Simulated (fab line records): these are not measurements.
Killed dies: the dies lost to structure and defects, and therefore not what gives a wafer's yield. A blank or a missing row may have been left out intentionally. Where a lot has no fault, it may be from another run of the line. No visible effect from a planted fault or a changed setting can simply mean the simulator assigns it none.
2 desks, one fault / flow rit-cmos / numbers are kept per desk, each desk with only its own; the story behind them comes last

== AT THE TOOL OWNER'S DESK: implanter-01 ==
For each lot that ran on this tool, the mean over its sampled wafers that have a number, from the tool's own readings at RIT_PSD_IMPLANT_08. A lot is out of limits, marked OUT, if its mean lies more than 4 standard deviations from the usual mean; the brackets give that distance.
Columns: A = beam-energy-keV at RIT_PSD_IMPLANT_08, usual 27.003
lot=L901; first seen here=day 4 01:46; A=26.997
lot=L902; first seen here=day 4 06:15; A=26.996
lot=L903; first seen here=day 4 11:17; A=27.006
lot=L910; first seen here=day 6 01:00; A=22.834 (-99 or more) OUT
lot=L912; first seen here=day 6 09:56; A=22.836 (-99 or more) OUT
Finding of this desk: L910, L912 out of limits; the first was L910 at day 6 01:00, on beam-energy-keV at RIT_PSD_IMPLANT_08. In limits: L901, L902, L903.

== THE METROLOGY DESK ==
Means of the sampled wafers that have a number, per lot and without regard to the tool the lot ran on: this is what the gauges read. A lot is out of limits, marked OUT, if its mean lies more than 4 standard deviations from the usual mean; the brackets give that distance.
Columns: A = PSD_TW at RIT_PSD_TW_MEAS_10, usual 3439; B = PSD_RS at RIT_SDANNEAL_RS_MEAS_04, usual 115.93 ohm/sq; C = NLDD_RS at RIT_SDANNEAL_RS_MEAS_07, usual 151.6 ohm/sq; D = cd-nm at RIT_M1_CD_MEAS_90, usual 2598.3 nm
lot=L896; first seen here=day 3 00:54; A=3402; B=116.03; C=151.5; D=2599.2
lot=L898; first seen here=day 3 12:40; A=3432; B=115.73; C=151.2; D=2600.1
lot=L899; first seen here=day 3 16:48; A=3476; B=115.66; C=151.5; D=2598.5
lot=L900; first seen here=day 3 20:56; A=3416; B=116.23; C=151.5; D=2597.9
lot=L901; first seen here=day 4 02:04; A=3429; B=115.74; C=150.8; D=2597.3
lot=L902; first seen here=day 4 06:33; A=3435; B=115.95; C=151.3; D=2595.1
lot=L903; first seen here=day 4 11:37; A=3427; B=116.15; C=151.7; D=2596.7
lot=L910; first seen here=day 6 01:28; A=3306 (-7.0) OUT; B=126.22 (+43) OUT; C=152.0; D=2594.3
lot=L912; first seen here=day 6 10:16; A=3304 (-7.1) OUT; B=126.23 (+43) OUT; C=151.3; D=2596.8
lot=L914; first seen here=day 6 19:26; A=3435; B=115.92; C=151.6; D=2600.9
lot=L915; first seen here=day 7 01:13; A=3424; B=115.99; C=151.8; D=2599.8
lot=L916; first seen here=day 7 05:29; A=3420; B=115.76; C=151.5; D=2597.3
lot=L917; first seen here=day 7 11:04; A=3460; B=115.95; C=151.5; D=2599.2
lot=L918; first seen here=day 7 15:49; A=3459; B=115.53; C=151.2; D=2596.9
Per this desk, out of limits: L910, L912; the first was L910, day 6 01:28 (PSD_TW at RIT_PSD_TW_MEAS_10). In limits: L896, L898, L899, L900, L901, L902, L903, L914, L915, L916, L917, L918.

== ALL TOGETHER ==
An alarm could have come from the tool owner's desk at day 6 01:00, on L910, L912.
L910, L912 would have let the metrology desk raise an alarm at day 6 01:28.
All the named lots went through RIT_PSD_IMPLANT_08 on implanter-01.

== WHAT THE SIMULATOR HAD INSERTED ==
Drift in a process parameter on implanter-01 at RIT_PSD_IMPLANT_08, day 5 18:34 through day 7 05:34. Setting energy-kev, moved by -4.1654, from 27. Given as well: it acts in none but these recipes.
Lots struck among those shown: L910, L912.
Counting hours from when the fault started, the first reading out of limits came at 6 for the tool owner's desk and at 7 for the metrology desk.
